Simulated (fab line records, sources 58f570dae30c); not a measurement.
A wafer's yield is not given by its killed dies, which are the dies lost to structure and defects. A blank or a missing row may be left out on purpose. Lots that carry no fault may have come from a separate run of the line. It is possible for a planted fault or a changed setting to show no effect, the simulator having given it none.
What tool caused it? || flow berkeley cmos170 || 13 lots with 39 wafers sampled at 5 steps, on a route of 331 steps

## WHAT THE GAUGES READ, wafer by wafer
UCB170_M1_RS_MEAS_01: the measuring method here is four-point-probe.
{"lot": "L267", "measured": "day 7 10:07", "on": "film metro-01", "M1_AL_RS (ohm/sq)": "0.0486 0.0488 0.0488"}
{"lot": "L268", "measured": "day 7 22:13", "on": "film metro-01", "M1_AL_RS (ohm/sq)": "0.0491 0.0486 0.0492"}
{"lot": "L269", "measured": "day 8 02:01", "on": "film metro-03", "M1_AL_RS (ohm/sq)": "0.0491 0.0489 0.0490"}
{"lot": "L273", "measured": "day 8 05:07", "on": "film metro-01", "M1_AL_RS (ohm/sq)": "0.0490 0.0489 0.0488"}
{"lot": "L271", "measured": "day 8 05:23", "on": "film metro-04", "M1_AL_RS (ohm/sq)": "0.0487 0.0481 0.0483"}
{"lot": "L272", "measured": "day 8 06:32", "on": "film metro-04", "M1_AL_RS (ohm/sq)": "0.0485 0.0484 0.0487"}
{"lot": "L275", "measured": "day 9 05:12", "on": "film metro-04", "M1_AL_RS (ohm/sq)": "0.0478 0.0481 0.0485"}
{"lot": "L276", "measured": "day 9 05:55", "on": "film metro-04", "M1_AL_RS (ohm/sq)": "0.0483 0.0480 0.0483"}
{"lot": "L277", "measured": "day 9 09:28", "on": "film metro-04", "M1_AL_RS (ohm/sq)": "0.0480 0.0483 0.0480"}
{"lot": "L280", "measured": "day 9 20:23", "on": "film metro-04", "M1_AL_RS (ohm/sq)": "0.0490 0.0485 0.0487"}
{"lot": "L279", "measured": "day 9 21:07", "on": "film metro-04", "M1_AL_RS (ohm/sq)": "0.0482 0.0485 0.0485"}
{"lot": "L283", "measured": "day 10 17:55", "on": "film metro-04", "M1_AL_RS (ohm/sq)": "0.0495 0.0492 0.0489"}
{"lot": "L284", "measured": "day 10 19:23", "on": "film metro-03", "M1_AL_RS (ohm/sq)": "0.0489 0.0483 0.1083"}

UCB170_M1_THK_MEAS_02: measures by xrf.
{"lot": "L267", "measured": "day 7 10:14", "on": "film metro-01", "M1_AL_THK (nm)": "601 597 598"}
{"lot": "L268", "measured": "day 7 22:20", "on": "film metro-01", "M1_AL_THK (nm)": "594 598 590"}
{"lot": "L269", "measured": "day 8 02:07", "on": "film metro-03", "M1_AL_THK (nm)": "591 591 592"}
{"lot": "L273", "measured": "day 8 05:13", "on": "film metro-01", "M1_AL_THK (nm)": "593 592 598"}
{"lot": "L271", "measured": "day 8 05:30", "on": "film metro-04", "M1_AL_THK (nm)": "595 595 594"}
{"lot": "L272", "measured": "day 8 06:39", "on": "film metro-04", "M1_AL_THK (nm)": "595 598 595"}
{"lot": "L275", "measured": "day 9 05:19", "on": "film metro-04", "M1_AL_THK (nm)": "601 603 596"}
{"lot": "L276", "measured": "day 9 06:02", "on": "film metro-04", "M1_AL_THK (nm)": "599 602 601"}
{"lot": "L277", "measured": "day 9 09:35", "on": "film metro-04", "M1_AL_THK (nm)": "602 600 604"}
{"lot": "L280", "measured": "day 9 20:30", "on": "film metro-04", "M1_AL_THK (nm)": "590 602 596"}
{"lot": "L279", "measured": "day 9 21:14", "on": "film metro-04", "M1_AL_THK (nm)": "605 594 598"}
{"lot": "L283", "measured": "day 10 18:02", "on": "film metro-04", "M1_AL_THK (nm)": "585 589 594"}
{"lot": "L284", "measured": "day 10 19:29", "on": "film metro-03", "M1_AL_THK (nm)": "593 598 273"}

## WHAT TOOL EACH LOT RAN ON (gives the tool, then ch and the chambers of the sampled wafers, and finally the start)
{"lot": "L267", "UCB170_BACKSIDE_STRIP_03": "plasma asher-03 ch 0,1, day 7 01:14", "UCB170_CONTACT_RTA_08": "rtp anneal-02 ch 0, day 7 07:41", "UCB170_M1_SPUTTER_00": "pvd sputter-03, day 7 10:03"}
{"lot": "L268", "UCB170_BACKSIDE_STRIP_03": "plasma asher-01 ch 0,1, day 7 15:07", "UCB170_CONTACT_RTA_08": "rtp anneal-01 ch 0, day 7 20:31", "UCB170_M1_SPUTTER_00": "pvd sputter-04, day 7 22:10"}
{"lot": "L269", "UCB170_BACKSIDE_STRIP_03": "plasma asher-03 ch 0,1, day 7 19:20", "UCB170_CONTACT_RTA_08": "rtp anneal-02 ch 0, day 8 00:11", "UCB170_M1_SPUTTER_00": "pvd sputter-03, day 8 01:55"}
{"lot": "L273", "UCB170_BACKSIDE_STRIP_03": "plasma asher-01 ch 0,1, day 7 22:57", "UCB170_CONTACT_RTA_08": "rtp anneal-01 ch 0, day 8 03:23", "UCB170_M1_SPUTTER_00": "pvd sputter-04, day 8 05:01"}
{"lot": "L271", "UCB170_BACKSIDE_STRIP_03": "plasma asher-04 ch 0,1, day 7 23:22", "UCB170_CONTACT_RTA_08": "rtp anneal-02 ch 0, day 8 03:33", "UCB170_M1_SPUTTER_00": "pvd sputter-03, day 8 05:19"}
{"lot": "L272", "UCB170_BACKSIDE_STRIP_03": "plasma asher-03 ch 0,1, day 7 23:45", "UCB170_CONTACT_RTA_08": "rtp anneal-01 ch 0, day 8 04:50", "UCB170_M1_SPUTTER_00": "pvd sputter-04, day 8 06:28"}
{"lot": "L275", "UCB170_BACKSIDE_STRIP_03": "plasma asher-03 ch 0,1, day 8 22:04", "UCB170_CONTACT_RTA_08": "rtp anneal-01 ch 0, day 9 02:40", "UCB170_M1_SPUTTER_00": "pvd sputter-02, day 9 05:07"}
{"lot": "L276", "UCB170_BACKSIDE_STRIP_03": "plasma asher-01 ch 0,1, day 8 22:14", "UCB170_CONTACT_RTA_08": "rtp anneal-01 ch 0, day 9 03:01", "UCB170_M1_SPUTTER_00": "pvd sputter-02, day 9 05:52"}
{"lot": "L277", "UCB170_BACKSIDE_STRIP_03": "plasma asher-01 ch 0,1, day 9 03:25", "UCB170_CONTACT_RTA_08": "rtp anneal-01 ch 0, day 9 07:39", "UCB170_M1_SPUTTER_00": "pvd sputter-03, day 9 09:24"}
{"lot": "L280", "UCB170_BACKSIDE_STRIP_03": "plasma asher-03 ch 0,1, day 9 12:44", "UCB170_CONTACT_RTA_08": "rtp anneal-02 ch 0, day 9 18:12", "UCB170_M1_SPUTTER_00": "pvd sputter-04, day 9 20:19"}
{"lot": "L279", "UCB170_BACKSIDE_STRIP_03": "plasma asher-04 ch 0,1, day 9 13:18", "UCB170_CONTACT_RTA_08": "rtp anneal-01 ch 0, day 9 18:49", "UCB170_M1_SPUTTER_00": "pvd sputter-03, day 9 21:04"}
{"lot": "L283", "UCB170_BACKSIDE_STRIP_03": "plasma asher-01 ch 0,1, day 10 10:23", "UCB170_CONTACT_RTA_08": "rtp anneal-01 ch 0, day 10 16:06", "UCB170_M1_SPUTTER_00": "pvd sputter-04, day 10 17:52"}
{"lot": "L284", "UCB170_BACKSIDE_STRIP_03": "plasma asher-01 ch 0,1, day 10 10:52", "UCB170_CONTACT_RTA_08": "rtp anneal-02 ch 0, day 10 17:40", "UCB170_M1_SPUTTER_00": "pvd sputter-03, day 10 19:17"}
- UCB170_BACKSIDE_STRIP_03: strips in O2.
- UCB170_CONTACT_RTA_08: time 10 s.
- UCB170_M1_SPUTTER_00: material Al, target thk 600 nm, time 80 s.

## AS READ BY THE TOOLS THEMSELVES (means over the sampled wafers that have a number; for cases with no such wafer, the mark the record gives instead)
UCB170_BACKSIDE_STRIP_03.
{"lot": "L267", "tool": "plasma asher-03", "drypump motor current A (A)": 6.0, "oes product au (a.u.)": 0.737, "strip time to endpoint s (s)": 21.99}
{"lot": "L268", "tool": "plasma asher-01", "drypump motor current A (A)": 5.9, "oes product au (a.u.)": 0.734, "strip time to endpoint s (s)": 21.90}
{"lot": "L269", "tool": "plasma asher-03", "drypump motor current A (A)": 5.7, "oes product au (a.u.)": 0.732, "strip time to endpoint s (s)": 21.97}
{"lot": "L273", "tool": "plasma asher-01", "drypump motor current A (A)": 5.9, "oes product au (a.u.)": 0.733, "strip time to endpoint s (s)": 22.06}
{"lot": "L271", "tool": "plasma asher-04", "drypump motor current A (A)": 5.7, "oes product au (a.u.)": 0.730, "strip time to endpoint s (s)": 21.94}
{"lot": "L272", "tool": "plasma asher-03", "drypump motor current A (A)": 5.6, "oes product au (a.u.)": 0.730, "strip time to endpoint s (s)": 21.93}
{"lot": "L275", "tool": "plasma asher-03", "drypump motor current A (A)": 5.7, "oes product au (a.u.)": 0.734, "strip time to endpoint s (s)": 22.00}
{"lot": "L276", "tool": "plasma asher-01", "drypump motor current A (A)": 5.9, "oes product au (a.u.)": 0.732, "strip time to endpoint s (s)": 22.00}
{"lot": "L277", "tool": "plasma asher-01", "drypump motor current A (A)": 6.2, "oes product au (a.u.)": 0.733, "strip time to endpoint s (s)": 21.93}
{"lot": "L280", "tool": "plasma asher-03", "drypump motor current A (A)": 5.7, "oes product au (a.u.)": 0.736, "strip time to endpoint s (s)": 22.05}
{"lot": "L279", "tool": "plasma asher-04", "drypump motor current A (A)": 5.7, "oes product au (a.u.)": 0.733, "strip time to endpoint s (s)": 21.95}
{"lot": "L283", "tool": "plasma asher-01", "drypump motor current A (A)": 6.2, "oes product au (a.u.)": 0.732, "strip time to endpoint s (s)": 21.99}
{"lot": "L284", "tool": "plasma asher-01", "drypump motor current A (A)": 6.2, "oes product au (a.u.)": 0.739, "strip time to endpoint s (s)": 21.85}

UCB170_CONTACT_RTA_08.
{"lot": "L267", "tool": "rtp anneal-02", "lamp power pct (%)": 21.10, "wafer_temp_C_max": 904.1}
{"lot": "L268", "tool": "rtp anneal-01", "lamp power pct (%)": 20.68, "wafer_temp_C_max": 903.2}
{"lot": "L269", "tool": "rtp anneal-02", "lamp power pct (%)": 21.11, "wafer_temp_C_max": 904.5}
{"lot": "L273", "tool": "rtp anneal-01", "lamp power pct (%)": 20.67, "wafer_temp_C_max": 903.2}
{"lot": "L271", "tool": "rtp anneal-02", "lamp power pct (%)": 21.10, "wafer_temp_C_max": 904.7}
{"lot": "L272", "tool": "rtp anneal-01", "lamp power pct (%)": 20.68, "wafer_temp_C_max": 902.9}
{"lot": "L275", "tool": "rtp anneal-01", "lamp power pct (%)": 20.70, "wafer_temp_C_max": 902.8}
{"lot": "L276", "tool": "rtp anneal-01", "lamp power pct (%)": 20.70, "wafer_temp_C_max": 903.2}
{"lot": "L277", "tool": "rtp anneal-01", "lamp power pct (%)": 20.68, "wafer_temp_C_max": 902.7}
{"lot": "L280", "tool": "rtp anneal-02", "lamp power pct (%)": 21.09, "wafer_temp_C_max": 905.1}
{"lot": "L279", "tool": "rtp anneal-01", "lamp power pct (%)": 20.68, "wafer_temp_C_max": 903.2}
{"lot": "L283", "tool": "rtp anneal-01", "lamp power pct (%)": 20.68, "wafer_temp_C_max": 902.5}
{"lot": "L284", "tool": "rtp anneal-02", "lamp power pct (%)": 21.08, "wafer_temp_C_max": 903.8}

UCB170_M1_SPUTTER_00.
{"lot": "L267", "tool": "pvd sputter-03", "throttle valve pct (%)": 29.8}
{"lot": "L268", "tool": "pvd sputter-04", "throttle valve pct (%)": 31.2}
{"lot": "L269", "tool": "pvd sputter-03", "throttle valve pct (%)": 29.4}
{"lot": "L273", "tool": "pvd sputter-04", "throttle valve pct (%)": 31.8}
{"lot": "L271", "tool": "pvd sputter-03", "throttle valve pct (%)": 29.7}
{"lot": "L272", "tool": "pvd sputter-04", "throttle valve pct (%)": 30.7}
{"lot": "L275", "tool": "pvd sputter-02", "throttle valve pct (%)": 30.8}
{"lot": "L276", "tool": "pvd sputter-02", "throttle valve pct (%)": 30.6}
{"lot": "L277", "tool": "pvd sputter-03", "throttle valve pct (%)": 29.7}
{"lot": "L280", "tool": "pvd sputter-04", "throttle valve pct (%)": 30.6}
{"lot": "L279", "tool": "pvd sputter-03", "throttle valve pct (%)": 29.5}
{"lot": "L283", "tool": "pvd sputter-04", "throttle valve pct (%)": 29.8}
{"lot": "L284", "tool": "pvd sputter-03", "throttle valve pct (%)": 29.9}

## THE ANSWER, worked out from the rows above alone
Rule: usual is defined by the lots themselves. The widest of any qualifying gaps counts: lots, ordered by their means at a reading, are off when they make up no more than a third of the lots, leave a main group of 4 or more, and stand apart from it by 3 or more times the standard deviation of that group's means. If all means in a main group match to the digits the tables above print for the reading, that group is not used. A lot without any number at a reading at which 4 lots or more have one is off too. All remaining lots with rows at the step are treated as sound. The gauges are gone through in route order, then the tools' own readings, and for those a lot's mean is taken as printed above. At the first step where some lot is off, the reading lying furthest off is the one used; lots without a number count as furthest.
Off: L284, at UCB170_M1_RS_MEAS_01 (M1_AL_RS). The main group has a mean of 0.0486 ohm/sq with a standard deviation of 0.00035.
If a tool, at a process step before that reading, ran all the lots that are off and no sound lot after the first of them, it fits. Gauges at UCB170_M1_RS_MEAS_01: tried the same way as those tools. Can't be told from this: 4 tools fit, plasma asher-01 at UCB170_BACKSIDE_STRIP_03, rtp anneal-02 at UCB170_CONTACT_RTA_08, pvd sputter-03 at UCB170_M1_SPUTTER_00, film metro-03 at UCB170_M1_RS_MEAS_01.

## WHAT THE SIMULATOR HAD INSERTED
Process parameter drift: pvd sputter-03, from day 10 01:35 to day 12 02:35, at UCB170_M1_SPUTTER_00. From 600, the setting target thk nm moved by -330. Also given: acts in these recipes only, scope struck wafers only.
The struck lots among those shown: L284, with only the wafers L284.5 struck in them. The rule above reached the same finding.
